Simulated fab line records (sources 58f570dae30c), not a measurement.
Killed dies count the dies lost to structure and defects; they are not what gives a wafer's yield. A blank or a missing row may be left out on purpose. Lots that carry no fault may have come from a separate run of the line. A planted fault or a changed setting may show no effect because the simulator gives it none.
Which tool is to blame? ; flow berkeley-cmos170 ; 14 lots with 42 wafers sampled at 2 steps, on a route of 331 steps

## WHAT EACH GAUGE READ, for each wafer
UCB170_M3_CD_MEAS_15 targets a cd of 700 nm. Usual: cd-nm reads 699.7 nm (standard deviation 1.3).
lot;measured;on;cd-nm (nm);flag
L950;day 9 19:17;cd-sem-01;701.1 701.0 700.8;
L952;day 9 21:35;cd-sem-01;700.9 701.0 701.8;
L953;day 10 12:15;cd-sem-01;700.0 700.1 698.8;
L955;day 11 07:14;cd-sem-01;700.6 700.8 702.2;
L954;day 11 08:14;cd-sem-01;701.6 700.8 699.2;
L957;day 11 10:56;cd-sem-01;700.3 699.4 701.1;
L958;day 11 11:54;cd-sem-02;699.2 700.6 699.4;
L956;day 11 12:56;cd-sem-02;699.8 698.6 699.0;
L959;day 11 19:30;cd-sem-01;697.4 698.2 697.3;
L960;day 11 20:09;cd-sem-01;700.1 701.1 701.1;
L964;day 12 10:09;cd-sem-01;700.3 698.9 700.3;
L961;day 12 10:23;cd-sem-02;701.0 700.1 700.1;
L967;day 13 03:40;cd-sem-02;706.9 706.6 708.1;OFF
L968;day 13 17:37;cd-sem-01;705.2 704.6 704.2;OFF

## EACH LOT AND THE TOOL THAT RAN IT (in order: tool; ch and the chambers of the sampled wafers; start)
lot;UCB170_M3_PEB_13
L950;litho-track-01 ch 0, day 9 19:01
L952;litho-track-02 ch 0, day 9 21:19
L953;litho-track-02 ch 0, day 10 11:59
L955;litho-track-01 ch 0, day 11 06:58
L954;litho-track-04 ch 0, day 11 07:58
L957;litho-track-02 ch 0, day 11 10:40
L958;litho-track-01 ch 0, day 11 11:38
L956;litho-track-01 ch 0, day 11 12:40
L959;litho-track-02 ch 0, day 11 19:14
L960;litho-track-04 ch 0, day 11 19:53
L964;litho-track-02 ch 0, day 12 09:53
L961;litho-track-04 ch 0, day 12 10:07
L967;litho-track-04 ch 0, day 13 03:23
L968;litho-track-04 ch 0, day 13 17:18
- UCB170_M3_PEB_13

## AS READ BY THE TOOLS THEMSELVES (means over the sampled wafers that have a number; for cases with no such wafer, the mark the record gives instead)
UCB170_M3_PEB_13. Usual: heater-power-total-W reads 56.80 W (standard deviation 0.05).
lot;tool;heater-power-total-W (W);flag
L950;litho-track-01;56.79;
L952;litho-track-02;56.84;
L953;litho-track-02;56.78;
L955;litho-track-01;56.81;
L954;litho-track-04;56.78;
L957;litho-track-02;56.79;
L958;litho-track-01;56.80;
L956;litho-track-01;56.80;
L959;litho-track-02;56.80;
L960;litho-track-04;56.81;
L964;litho-track-02;56.80;
L961;litho-track-04;56.83;
L967;litho-track-04;59.01;OFF
L968;litho-track-04;59.01;OFF

## THE ANSWER, worked out from the rows above alone
Rule: a lot counts as off when the mean over its wafers that have a number is more than 3 standard deviations away from the usual mean. A lot without any number at a reading at which 4 lots or more have one is off too. Where the step has rows for the other lots, those lots are counted as sound. After the gauges, taken in route order, come the tools' own readings; for these a lot's mean is taken, as printed above. At the first step where some lot is off, the reading lying furthest off is the one used; lots without a number count as furthest.
Off at UCB170_M3_CD_MEAS_15 (cd-nm): L967, L968.
A tool fits if, at a process step before that reading, it ran every lot that is off, and no sound lot after the first of them. The gauges at UCB170_M3_CD_MEAS_15 aren't tried: what is off there is off at UCB170_M3_PEB_13 too, on other tools, and a gauge's error can't cause that. One fits: UCB170_M3_PEB_13 on litho-track-04. A fault onset in the window from L961 (day 12 10:07, its last sound lot) to L967 (day 13 03:23, its first lot off) fits.
The tool's own readings at UCB170_M3_PEB_13 bear it out: on the lots that are off they differ by more than 5 times the standard deviation of the sound lots' means. heater-power-total-W reads 59.01 W there against 56.80 W on the sound lots.

## WHAT WAS PUT IN BY THE SIMULATOR
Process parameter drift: litho-track-04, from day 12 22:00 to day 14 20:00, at UCB170_M3_PEB_13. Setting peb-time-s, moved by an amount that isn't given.
Lots struck among those shown: L967, L968. The rule above reached the same finding.
